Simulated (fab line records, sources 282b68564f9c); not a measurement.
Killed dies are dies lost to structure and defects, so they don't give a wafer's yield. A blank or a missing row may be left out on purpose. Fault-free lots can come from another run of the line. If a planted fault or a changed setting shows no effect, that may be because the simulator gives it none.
Chamber matching / flow rit-cmos / RIT_ACTIVE_ETCH_13 on rie-diel-04 has 4 sister chambers
The step etches Si3N4 in SF6, stops on SiO2, time 210 s, target depth 210 nm. 14 wafers are shown with their chamber, then 7 later ones without.

WAFERS WITH THEIR CHAMBER
wafer=L540.1; chamber=3; throttle-valve-pct (%)=7.48; drypump-motor-current-A (A)=6.0; oes-product-au (a.u.)=0.817
wafer=L540.2; chamber=0; throttle-valve-pct (%)=7.64; drypump-motor-current-A (A)=6.3; oes-product-au (a.u.)=0.802
wafer=L540.6; chamber=0; throttle-valve-pct (%)=7.65; drypump-motor-current-A (A)=6.3; oes-product-au (a.u.)=0.804
wafer=L541.2; chamber=2; throttle-valve-pct (%)=7.48; drypump-motor-current-A (A)=5.5; oes-product-au (a.u.)=0.819
wafer=L541.4; chamber=1; throttle-valve-pct (%)=7.46; drypump-motor-current-A (A)=5.8; oes-product-au (a.u.)=0.816
wafer=L541.5; chamber=0; throttle-valve-pct (%)=7.64; drypump-motor-current-A (A)=6.3; oes-product-au (a.u.)=0.801
wafer=L543.1; chamber=3; throttle-valve-pct (%)=7.48; drypump-motor-current-A (A)=6.0; oes-product-au (a.u.)=0.815
wafer=L543.4; chamber=1; throttle-valve-pct (%)=7.45; drypump-motor-current-A (A)=5.8; oes-product-au (a.u.)=0.818
wafer=L543.6; chamber=1; throttle-valve-pct (%)=7.45; drypump-motor-current-A (A)=5.8; oes-product-au (a.u.)=0.826
wafer=L544.1; chamber=3; throttle-valve-pct (%)=7.49; drypump-motor-current-A (A)=6.0; oes-product-au (a.u.)=0.810
wafer=L544.3; chamber=0; throttle-valve-pct (%)=7.65; drypump-motor-current-A (A)=6.2; oes-product-au (a.u.)=0.799
wafer=L544.6; chamber=0; throttle-valve-pct (%)=7.65; drypump-motor-current-A (A)=6.3; oes-product-au (a.u.)=0.801
wafer=L550.2; chamber=2; throttle-valve-pct (%)=7.47; drypump-motor-current-A (A)=5.4; oes-product-au (a.u.)=0.827
wafer=L550.3; chamber=0; throttle-valve-pct (%)=7.66; drypump-motor-current-A (A)=6.2; oes-product-au (a.u.)=0.797

SIGNATURES, as means of the wafers listed above
reading=throttle-valve-pct; chamber 0=7.6483; chamber 1=7.4533; chamber 2=7.4750; chamber 3=7.4833; scatter within a chamber=0.00683
reading=drypump-motor-current-A; chamber 0=6.267; chamber 1=5.800; chamber 2=5.450; chamber 3=6.000; scatter within a chamber=0.0428
reading=oes-product-au; chamber 0=0.80067; chamber 1=0.82000; chamber 2=0.82300; chamber 3=0.81400; scatter within a chamber=0.00379
Rule: distance of a wafer from a chamber = root of the sum over the readings of ((wafer's reading minus chamber's mean) / reading's scatter) squared. The wafer belongs to the nearest chamber; if the next one is less than 2 further off, it can't be placed. The scatter: take each reading less its chamber's mean, square it, sum over the shown wafers, divide by the number of wafers less the number of chambers, and take the root.

WAFERS MISSING THEIR CHAMBER
wafer=L550.6; throttle-valve-pct (%)=7.49; drypump-motor-current-A (A)=5.5; oes-product-au (a.u.)=0.819
wafer=L552.2; throttle-valve-pct (%)=7.65; drypump-motor-current-A (A)=6.3; oes-product-au (a.u.)=0.800
wafer=L552.3; throttle-valve-pct (%)=7.48; drypump-motor-current-A (A)=5.5; oes-product-au (a.u.)=0.811
wafer=L552.4; throttle-valve-pct (%)=7.47; drypump-motor-current-A (A)=5.8; oes-product-au (a.u.)=0.813
wafer=L556.2; throttle-valve-pct (%)=7.66; drypump-motor-current-A (A)=6.3; oes-product-au (a.u.)=0.804
wafer=L556.3; throttle-valve-pct (%)=7.47; drypump-motor-current-A (A)=5.8; oes-product-au (a.u.)=0.811
wafer=L556.4; throttle-valve-pct (%)=7.48; drypump-motor-current-A (A)=6.0; oes-product-au (a.u.)=0.816

WHICH CHAMBER EACH ONE RAN IN
wafer=L550.6; from the rows above=2; in truth=2
wafer=L552.2; from the rows above=0; in truth=0
wafer=L552.3; from the rows above=2; in truth=2
wafer=L552.4; from the rows above=1; in truth=1
wafer=L556.2; from the rows above=0; in truth=0
wafer=L556.3; from the rows above=can't be placed: 1 or 3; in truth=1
wafer=L556.4; from the rows above=3; in truth=3
Placed correctly: 6 of 7. From these rows, 1 cannot be placed; in 1 the true chamber is one of the candidates. 0 placed wrongly.
